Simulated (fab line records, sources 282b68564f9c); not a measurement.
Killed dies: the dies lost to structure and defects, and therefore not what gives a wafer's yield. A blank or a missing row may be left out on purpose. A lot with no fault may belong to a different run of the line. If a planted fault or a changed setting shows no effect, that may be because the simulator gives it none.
The tool behind it: which one? -- flow ritCmos -- 16 lots with 48 wafers sampled at 5 steps, on a route of 202 steps

WHAT THE GAUGES SHOWED, per wafer
RIT_FOX2_THK_MEAS_01.
lot,measured,on,FOX2_OXIDE_THK (nm)
L479,day 1 18:47,filmMetro-04,358 358 358
L480,day 2 01:37,filmMetro-02,355 355 356
L481,day 2 05:07,filmMetro-02,363 357 357
L482,day 2 12:10,filmMetro-04,345 343 341
L483,day 2 17:16,filmMetro-02,363 359 361
L485,day 3 02:11,filmMetro-02,345 339 345
L486,day 3 07:56,filmMetro-04,348 348 345
L487,day 3 10:44,filmMetro-04,344 348 347
L488,day 3 18:28,filmMetro-01,351 350 353
L491,day 4 07:37,filmMetro-02,360 355 364
L492,day 4 17:44,filmMetro-04,355 352 356
L496,day 5 13:26,filmMetro-01,347 343 346
L497,day 5 16:39,filmMetro-01,355 355 361
L499,day 6 04:52,filmMetro-02,348 348 349
L500,day 6 10:05,filmMetro-04,357 355 356
L501,day 6 22:16,filmMetro-04,362 361 361

RIT_FOX2_THK_MEAS_90.
lot,measured,on,FIELD_OXIDE_LEFT_1_THK (nm)
L479,day 1 19:40,filmMetro-02,330 331 331
L480,day 2 02:29,filmMetro-02,329 328 330
L481,day 2 05:59,filmMetro-04,335 329 330
L482,day 2 13:07,filmMetro-01,318 315 314
L483,day 2 18:13,filmMetro-02,336 332 334
L485,day 3 03:08,filmMetro-02,318 311 318
L486,day 3 08:48,filmMetro-02,321 320 317
L487,day 3 11:36,filmMetro-02,317 320 320
L488,day 3 19:20,filmMetro-02,324 322 326
L491,day 4 08:29,filmMetro-04,332 327 336
L492,day 4 18:37,filmMetro-01,328 325 329
L496,day 5 14:19,filmMetro-02,320 316 319
L497,day 5 17:35,filmMetro-04,327 327 333
L499,day 6 05:49,filmMetro-02,321 321 321
L500,day 6 10:57,filmMetro-02,329 328 329
L501,day 6 23:09,filmMetro-02,334 334 333

RIT_NLDD_OVL_MEAS_06.
lot,measured,on,NLDD_OVL (nm)
L479,day 2 21:40,overlay-01,0.5 2.0 0.6
L480,day 3 01:25,overlay-02,-1.8 -0.4 -1.2
L481,day 3 07:43,overlay-02,0.0 -1.6 0.6
L482,day 3 14:09,overlay-01,-1.3 -1.6 -0.6
L483,day 3 21:23,overlay-02,0.1 1.5 0.3
L485,day 4 05:42,overlay-02,-1.8 -2.2 -1.3
L486,day 4 09:29,overlay-02,-0.7 0.4 0.4
L487,day 4 11:20,overlay-01,-1.1 -0.2 -1.1
L488,day 4 21:17,overlay-02,-0.2 -0.1 0.4
L491,day 5 11:42,overlay-01,1.1 -0.1 1.1
L492,day 5 20:55,overlay-01,0.1 1.5 -0.8
L496,day 6 19:41,overlay-01,2.0 1.6 1.0
L497,day 7 06:08,overlay-01,-0.8 -0.5 1.1
L499,day 7 11:17,overlay-02,-1.5 -0.5 -0.4
L500,day 8 01:32,overlay-02,0.4 -0.2 0.5
L501,day 8 07:21,overlay-01,-2.3 -2.0 -1.6

RIT_CONTACT_OVL_MEAS_09.
lot,measured,on,CONTACT_OVL (nm)
L479,day 3 08:16,overlay-02,-0.8 -0.5 -0.7
L480,day 3 12:59,overlay-01,-2.0 -1.1 0.0
L481,day 3 18:06,overlay-01,0.7 1.0 1.0
L482,day 4 00:14,overlay-02,-1.0 -1.2 0.3
L483,day 4 07:56,overlay-01,0.1 -0.7 0.2
L485,day 4 16:04,overlay-01,-0.5 -1.6 -0.1
L486,day 4 19:46,overlay-02,-0.4 -2.8 -2.0
L487,day 4 22:24,overlay-02,0.0 -0.2 0.4
L488,day 5 07:38,overlay-02,-0.1 -0.9 -1.0
L491,day 5 23:08,overlay-02,127.9 127.5 129.8
L492,day 6 07:05,overlay-02,127.7 128.7 128.8
L496,day 7 06:02,overlay-02,1.8 -0.3 0.6
L497,day 7 16:38,overlay-01,129.7 128.8 129.5
L499,day 8 00:11,overlay-01,130.4 129.7 128.4
L500,day 8 11:53,overlay-01,-1.1 -0.9 0.9
L501,day 8 18:26,overlay-02,2.3 1.3 1.1

WHAT TOOL EACH LOT RAN ON (gives the tool, then ch and the chambers of the sampled wafers, and finally the start)
lot,RIT_CONTACT_EXPOSE_05
L479,"ilineStepper-02 ch 0, day 3 07:37"
L480,"ilineStepper-01 ch 0, day 3 12:22"
L481,"ilineStepper-01 ch 0, day 3 17:28"
L482,"ilineStepper-01 ch 0, day 3 23:35"
L483,"ilineStepper-01 ch 0, day 4 07:10"
L485,"ilineStepper-01 ch 0, day 4 15:25"
L486,"ilineStepper-01 ch 0, day 4 19:08"
L487,"ilineStepper-02 ch 0, day 4 21:46"
L488,"ilineStepper-01 ch 0, day 5 07:01"
L491,"ilineStepper-01 ch 0, day 5 22:29"
L492,"ilineStepper-01 ch 0, day 6 06:27"
L496,"ilineStepper-02 ch 0, day 7 05:25"
L497,"ilineStepper-01 ch 0, day 7 15:59"
L499,"ilineStepper-01 ch 0, day 7 23:35"
L500,"ilineStepper-02 ch 0, day 8 11:16"
L501,"ilineStepper-02 ch 0, day 8 17:35"
- RIT_CONTACT_EXPOSE_05: exposes mask M11, target cd 1000 nm.

AS READ BY THE TOOLS THEMSELVES (means over the sampled wafers that have a number; for cases with no such wafer, the mark the record gives instead)
The record holds no such reading with a usual standard deviation.

THE ANSWER, worked out from the rows above alone
Rule: the lots themselves supply what counts as usual. The widest of any qualifying gaps counts: lots, ordered by their means at a reading, are off when they make up no more than a third of the lots, leave a main group of 4 or more, and stand apart from it by 3 or more times the standard deviation of that group's means. Not used: any main group whose means are identical at the precision the tables above print for the reading. Also off: a lot with no number at a reading for which 4 or more lots have one. Where the step has rows for the other lots, those lots are counted as sound. First the gauges in route order, then the tools' own readings, where a lot's mean is used as printed above. At the first step where some lot is off, the reading lying furthest off is the one used; lots without a number count as furthest.
Off: L491, L492, L497, L499, at RIT_CONTACT_OVL_MEAS_09 (CONTACT_OVL). Main group: mean -0.2 nm, sd 0.88.
A tool fits if, at a process step before that reading, it ran every lot that is off, and no sound lot after the first of them. The gauges at RIT_CONTACT_OVL_MEAS_09 are tried like those tools. One fits: RIT_CONTACT_EXPOSE_05 on ilineStepper-01. A fault onset in the window from L488 (day 5 07:01, its last sound lot) to L491 (day 5 22:29, its first lot off) fits.

WHAT THE SIMULATOR PUT IN
Scanner matching overlay: ilineStepper-01, from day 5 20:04 on, at RIT_CONTACT_EXPOSE_05. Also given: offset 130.
Lots struck among those shown: L491, L492, L497, L499. The rule given above showed the same thing.
